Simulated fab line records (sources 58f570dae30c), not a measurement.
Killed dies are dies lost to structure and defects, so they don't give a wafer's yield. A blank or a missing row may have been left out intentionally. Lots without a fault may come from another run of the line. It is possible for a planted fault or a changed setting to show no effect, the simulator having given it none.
Which of the tools did it? ; flow berkeley cmos170 ; route of 331 steps, sampled at 1 step: 6 lots, 18 wafers

WHAT EACH GAUGE READ, for each wafer
UCB170_V1_THK_MEAS_04.
lot;measured;on;V1_POLISHED_THK (nm)
L344;day 7 03:08;film metro-01;998.3 1001.6 1001.1
L347;day 8 02:41;film metro-02;1000.3 1000.1 999.3
L354;day 9 05:47;film metro-04;1001.5 1003.1 1001.5
L361;day 10 14:56;film metro-02;1002.0 1000.6 999.8
L363;day 11 07:14;film metro-01;1001.6 998.7 998.7
L366;day 11 17:34;film metro-04;1001.5 1002.4 1001.6

WHAT TOOL EACH LOT RAN ON (gives the tool, then ch and the chambers of the sampled wafers, and finally the start)
Record: no process step prior to these readings.

THE ANSWER, worked out from the rows above alone
Rule: the usual values come from the lots themselves. Put in order of their means at a reading, lots are off if they are a third of the lots or fewer, leave a main group of 4 or more, and stand apart from it by a gap of 3 or more times the standard deviation of the main group's means; of several such gaps the widest counts. A main group whose means are all the same, to the digits that the tables above print for the reading, isn't used. Also off: a lot with no number at a reading for which 4 or more lots have one. All remaining lots with rows at the step are treated as sound.
Across all readings shown, no lot is off: no conclusion can be drawn from this.

WHAT HAD BEEN PUT IN BY THE SIMULATOR
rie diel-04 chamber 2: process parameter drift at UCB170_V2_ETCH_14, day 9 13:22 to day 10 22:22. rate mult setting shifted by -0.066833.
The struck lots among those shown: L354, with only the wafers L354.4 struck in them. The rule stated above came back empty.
